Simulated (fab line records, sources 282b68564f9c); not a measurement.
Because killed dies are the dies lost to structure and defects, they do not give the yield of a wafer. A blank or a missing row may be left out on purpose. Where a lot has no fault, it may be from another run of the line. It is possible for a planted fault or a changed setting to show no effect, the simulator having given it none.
A struck lot beside a sound one	flow ritCmos	17 steps out of a route of 202
Sound: the wafers L108.1, L108.2, L108.3. The struck wafers were L106.2, L106.3, L106.4. The cause comes at the end.
Order at every step that has rows: each side's tool, ch and its chambers, its first start. Under that, the readings that differ: sound wafers	struck wafers	difference of the means	sigmas: that difference in standard deviations of wafers without a fault.
alike: same words and numbers on both sides, and readings whose means sit less than 2 such deviations apart. not compared: any withheld reading, any reading some wafer has no value for, any bound like >300 that may hide the same value, and any number with overlapping values for which the record gives no deviation.
The two part at a step that has a row with sigmas, a row that says differs or no value, or rows on one side only. Numbers that don't overlap but have no deviation are shown without sigmas and don't part them. A reading that every wafer of one side lacks parts them only if that side has two wafers or more.

RIT_ACTIVE_BOW_MEAS_00:
  sound on filmMetro-03 at day 2 21:00; struck on filmMetro-02 at day 2 11:01
  alike: INCOMING_BOW
then, 1 step without rows for these wafers: RIT_ACTIVE_OXIDATION_01 (target thk 46.8 nm, ox time 3360 s).
RIT_ACTIVE_THK_MEAS_02:
  sound on filmMetro-03 at day 2 23:03; struck on filmMetro-04 at day 2 13:04
  alike: ACTIVE_OXIDE_THK
RIT_ACTIVE_CVD_03: deposits Si3N4 from SiH2Cl2/NH3, target thk 150 nm, time 1500 s.
  sound on lpcvd-02 ch 0, day 2 23:07; struck on lpcvd-02 ch 0, day 2 13:07
  no value came back on the struck wafers for nh3FlowSccm (sccm), pressureMtorr (mTorr); on the sound wafers nh3FlowSccm (sccm) reads 150.4 150.3 150.6
then, 6 steps without rows for these wafers: RIT_ACTIVE_HMDS_05 (prime time 60 s); RIT_ACTIVE_COAT_06 (resist thk 1000 nm); RIT_ACTIVE_SOFTBAKE_07 (time 60 s); RIT_ACTIVE_EXPOSE_08 (exposes mask M1, target cd 1400 nm); RIT_ACTIVE_PEB_09; RIT_ACTIVE_DEVELOP_10 (develop time 50 s).
RIT_ACTIVE_CD_MEAS_11 targets a cd of 1400 nm.
  sound on cdSem-01 at day 3 01:33; struck on cdSem-02 at day 2 16:10
  alike: cdNm
then, 1 step without rows for these wafers: RIT_ACTIVE_HARDBAKE_12 (time 60 s).
RIT_ACTIVE_ETCH_13: etches Si3N4 in SF6, stops on SiO2, time 210 s, target depth 210 nm.
  sound on rieDiel-02 ch 0,1,3, day 3 01:49; struck on rieDiel-04 ch 0,1,3, day 2 16:25
reading	sound	struck	difference	sigmas
model.etch.depthNm (nm)	152.3 151.9 152.9	150 150 150	-2	
  alike: drypumpMotorCurrentA, oesProductAu, throttleValvePct
  not compared: rfHoursCounterH
RIT_ACTIVE_STRIP_14: strips in O2, time 180 s.
  sound on plasmaAsher-02 ch 0,1, day 3 01:57; struck on plasmaAsher-02 ch 0,1, day 2 16:33
  alike: drypumpMotorCurrentA
  not compared: rfHoursCounterH
RIT_ACTIVE_CD_MEAS_90 targets a cd of 1400 nm.
  sound on cdSem-01 at day 3 02:07; struck on cdSem-01 at day 2 16:45
reading	sound	struck	difference	sigmas
cdNm (nm)	1403.5 1400.8 1400.5	- - -	no value on the struck wafers	
then, 1 step without rows for these wafers: RIT_ACTIVE_CLEAN_15 (cleans in SC1, time 600 s).
RIT_M1_PROBE_99:
  sound on prober-01 at day 4 21:20; struck on prober-01 at day 4 10:52
reading	sound	struck	difference	sigmas
killed_at_M0_to_M3	0 0 0	0 1 0	+0	+3
killedAtFrontEnd	3 3 9	263 263 264	+258	+83
killedDies	3 3 9	264 264 264	+259	+84
killedOnRim	0 0 4	70 70 70	+69	+53
  alike: killedAtContacts, killedOpen, killedShort

== WHERE THEY PART ==
Earliest at RIT_ACTIVE_CVD_03; latest, in this record, at RIT_M1_PROBE_99.

WHY: whatever the simulator had introduced
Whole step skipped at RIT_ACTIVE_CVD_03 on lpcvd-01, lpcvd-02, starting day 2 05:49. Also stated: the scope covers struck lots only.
